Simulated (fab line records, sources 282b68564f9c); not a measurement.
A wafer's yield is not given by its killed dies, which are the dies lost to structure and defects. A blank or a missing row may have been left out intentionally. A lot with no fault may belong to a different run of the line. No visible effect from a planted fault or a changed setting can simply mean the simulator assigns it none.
What tool caused it? || flow ritCmos || 7 lots with 21 wafers sampled at 2 steps, on a route of 202 steps

WHAT THE GAUGES SHOWED, per wafer
RIT_NSD_OVL_MEAS_06.
{"lot": "L138", "measured": "day 3 09:31", "on": "overlay-01", "NSD_OVL (nm)": "3.6 2.9 3.1"}
{"lot": "L141", "measured": "day 4 04:50", "on": "overlay-02", "NSD_OVL (nm)": "0.7 1.0 0.1"}
{"lot": "L144", "measured": "day 4 22:32", "on": "overlay-02", "NSD_OVL (nm)": "-1.6 1.6 -0.1"}
{"lot": "L148", "measured": "day 5 11:50", "on": "overlay-01", "NSD_OVL (nm)": "2.1 1.0 2.0"}
{"lot": "L150", "measured": "day 5 20:56", "on": "overlay-02", "NSD_OVL (nm)": "0.6 0.4 1.9"}
{"lot": "L155", "measured": "day 6 22:12", "on": "overlay-01", "NSD_OVL (nm)": "-0.7 -1.8 -1.9"}
{"lot": "L159", "measured": "day 7 14:49", "on": "overlay-02", "NSD_OVL (nm)": "0.6 1.6 0.1"}

WHAT TOOL EACH LOT RAN ON (gives the tool, then ch and the chambers of the sampled wafers, and finally the start)
{"lot": "L138", "RIT_SPACER_CVD_03": "lpcvd-01 ch 1, day 3 06:32"}
{"lot": "L141", "RIT_SPACER_CVD_03": "lpcvd-01 ch 1, day 4 01:51"}
{"lot": "L144", "RIT_SPACER_CVD_03": "lpcvd-01 ch 0, day 4 18:28"}
{"lot": "L148", "RIT_SPACER_CVD_03": "lpcvd-02 ch 1, day 5 08:43"}
{"lot": "L150", "RIT_SPACER_CVD_03": "lpcvd-02 ch 0, day 5 17:56"}
{"lot": "L155", "RIT_SPACER_CVD_03": "lpcvd-01 ch 0, day 6 19:13"}
{"lot": "L159", "RIT_SPACER_CVD_03": "lpcvd-01 ch 1, day 7 11:50"}
- RIT_SPACER_CVD_03: deposits Si3N4 from SiH2Cl2/NH3, target thk 250 nm, time 3300 s.

THE ANSWER, worked out from the rows above alone
Rule: the usual values come from the lots themselves. The widest of any qualifying gaps counts: lots, ordered by their means at a reading, are off when they make up no more than a third of the lots, leave a main group of 4 or more, and stand apart from it by 3 or more times the standard deviation of that group's means. If all means in a main group match to the digits the tables above print for the reading, that group is not used. Also off: a lot with no number at a reading for which 4 or more lots have one. The other lots that the step has rows for count as sound.
Across all readings shown, no lot is off: no conclusion can be drawn from this.

WHAT THE SIMULATOR HAD PUT IN
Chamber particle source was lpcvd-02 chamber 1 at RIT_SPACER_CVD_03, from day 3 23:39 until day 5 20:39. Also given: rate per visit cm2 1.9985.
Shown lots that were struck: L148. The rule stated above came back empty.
